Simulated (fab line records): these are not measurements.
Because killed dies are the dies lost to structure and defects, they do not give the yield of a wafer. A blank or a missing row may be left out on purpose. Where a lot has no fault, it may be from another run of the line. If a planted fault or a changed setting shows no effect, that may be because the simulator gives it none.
Shared-tool check :: flow berkeleyCmos170 :: 42 wafers sampled across 14 lots

## THE REASON FOR OPENING IT
Of 14 lots, 2 have the reading PVT_TW flagged at UCB170_PVT_TW_MEAS_09. Wafers without a fault read 510, standard deviation 3.1.
Rule: a lot is flagged in two cases, either no wafer of it has a number, or all its wafers with numbers fall more than 4 standard deviations from that mean. As for the other lots, they are considered sound.

lot: L107
measured: day 5 23:15
on: filmMetro-02
PVT_TW, wafer by wafer: 509 510 510
flag: 

lot: L110
measured: day 6 19:28
on: filmMetro-03
PVT_TW, wafer by wafer: 511 511 510
flag: 

lot: L111
measured: day 6 19:42
on: filmMetro-03
PVT_TW, wafer by wafer: 509 508 513
flag: 

lot: L114
measured: day 7 00:50
on: filmMetro-03
PVT_TW, wafer by wafer: 507 512 509
flag: 

lot: L113
measured: day 7 00:51
on: filmMetro-02
PVT_TW, wafer by wafer: 508 507 509
flag: 

lot: L112
measured: day 7 01:22
on: filmMetro-02
PVT_TW, wafer by wafer: 508 508 507
flag: 

lot: L116
measured: day 7 18:46
on: filmMetro-03
PVT_TW, wafer by wafer: 509 508 509
flag: 

lot: L115
measured: day 7 19:00
on: filmMetro-03
PVT_TW, wafer by wafer: 509 510 510
flag: 

lot: L122
measured: day 8 13:05
on: filmMetro-03
PVT_TW, wafer by wafer: 520 519 516
flag: 

lot: L120
measured: day 8 13:22
on: filmMetro-02
PVT_TW, wafer by wafer: 461 464 462
flag: FLAGGED

lot: L123
measured: day 8 23:16
on: filmMetro-01
PVT_TW, wafer by wafer: 462 462 462
flag: FLAGGED

lot: L126
measured: day 9 15:57
on: filmMetro-03
PVT_TW, wafer by wafer: 511 511 511
flag: 

lot: L127
measured: day 9 16:11
on: filmMetro-01
PVT_TW, wafer by wafer: 510 509 511
flag: 

lot: L129
measured: day 10 01:40
on: filmMetro-03
PVT_TW, wafer by wafer: 512 510 510
flag: 
The mean of the flagged lots' numbers is 462, -48 from the usual (-15 standard deviations).

## LOT BY LOT: THE TOOL USED
The record keeps 1 process step preceding the reading, out of 331 steps on the route. Cell contents, in order: the tool; ch with the chambers the sampled wafers went through; the start.
lot: L107
flag: 
UCB170_PVT_IMPLANT_07: implanter-02 ch 0, day 5 23:02

lot: L110
flag: 
UCB170_PVT_IMPLANT_07: implanter-02 ch 0, day 6 19:14

lot: L111
flag: 
UCB170_PVT_IMPLANT_07: implanter-01 ch 0, day 6 19:28

lot: L114
flag: 
UCB170_PVT_IMPLANT_07: implanter-03 ch 0, day 7 00:37

lot: L113
flag: 
UCB170_PVT_IMPLANT_07: implanter-02 ch 0, day 7 00:37

lot: L112
flag: 
UCB170_PVT_IMPLANT_07: implanter-01 ch 0, day 7 01:07

lot: L116
flag: 
UCB170_PVT_IMPLANT_07: implanter-03 ch 0, day 7 18:32

lot: L115
flag: 
UCB170_PVT_IMPLANT_07: implanter-01 ch 0, day 7 18:45

lot: L122
flag: 
UCB170_PVT_IMPLANT_07: implanter-02 ch 0, day 8 12:50

lot: L120
flag: FLAGGED
UCB170_PVT_IMPLANT_07: implanter-03 ch 0, day 8 13:07

lot: L123
flag: FLAGGED
UCB170_PVT_IMPLANT_07: implanter-03 ch 0, day 8 23:03

lot: L126
flag: 
UCB170_PVT_IMPLANT_07: implanter-02 ch 0, day 9 15:43

lot: L127
flag: 
UCB170_PVT_IMPLANT_07: implanter-01 ch 0, day 9 15:58

lot: L129
flag: 
UCB170_PVT_IMPLANT_07: implanter-02 ch 0, day 10 01:25
What the steps here do:
- UCB170_PVT_IMPLANT_07
- UCB170_PVT_TW_MEAS_09

## FLAGGED AGAINST TOTAL, ONE TOOL AT A TIME (gauges that did the reading follow at the end)
step: UCB170_PVT_IMPLANT_07
tool: implanter-01
lots run: 4
flagged: 0
share of the flagged lots: none
sound lots run after its first flagged lot: -

step: UCB170_PVT_IMPLANT_07
tool: implanter-02
lots run: 6
flagged: 0
share of the flagged lots: none
sound lots run after its first flagged lot: -

step: UCB170_PVT_IMPLANT_07
tool: implanter-03
lots run: 4
flagged: 2
share of the flagged lots: all
sound lots run after its first flagged lot: 0

step: UCB170_PVT_TW_MEAS_09
tool: filmMetro-01
lots run: 2
flagged: 1
share of the flagged lots: some
sound lots run after its first flagged lot: 1 (L127)

step: UCB170_PVT_TW_MEAS_09
tool: filmMetro-02
lots run: 4
flagged: 1
share of the flagged lots: some
sound lots run after its first flagged lot: 0

step: UCB170_PVT_TW_MEAS_09
tool: filmMetro-03
lots run: 8
flagged: 0
share of the flagged lots: none
sound lots run after its first flagged lot: -

## WHAT IS ALLOWED BY THE TABLE
All flagged lots share 1 row of the table, namely implanter-03 at UCB170_PVT_IMPLANT_07.
- implanter-03 at UCB170_PVT_IMPLANT_07: 2 of its 4 lots flagged. Its last sound lot is L116 (day 7 18:32), its first flagged lot L120 (day 8 13:07): a fault that began between those two fits. Its own readings (beamEnergyKeV) fall more than 4 standard deviations out on all wafers of the flagged lots.
Left over: one tool, implanter-03 at UCB170_PVT_IMPLANT_07.

## WHAT THE SIMULATOR HAD PUT IN
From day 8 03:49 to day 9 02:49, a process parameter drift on implanter-03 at UCB170_PVT_IMPLANT_07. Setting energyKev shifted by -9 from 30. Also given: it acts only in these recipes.
Shown lots that were struck: L120, L123. This agrees with what the rule above found.
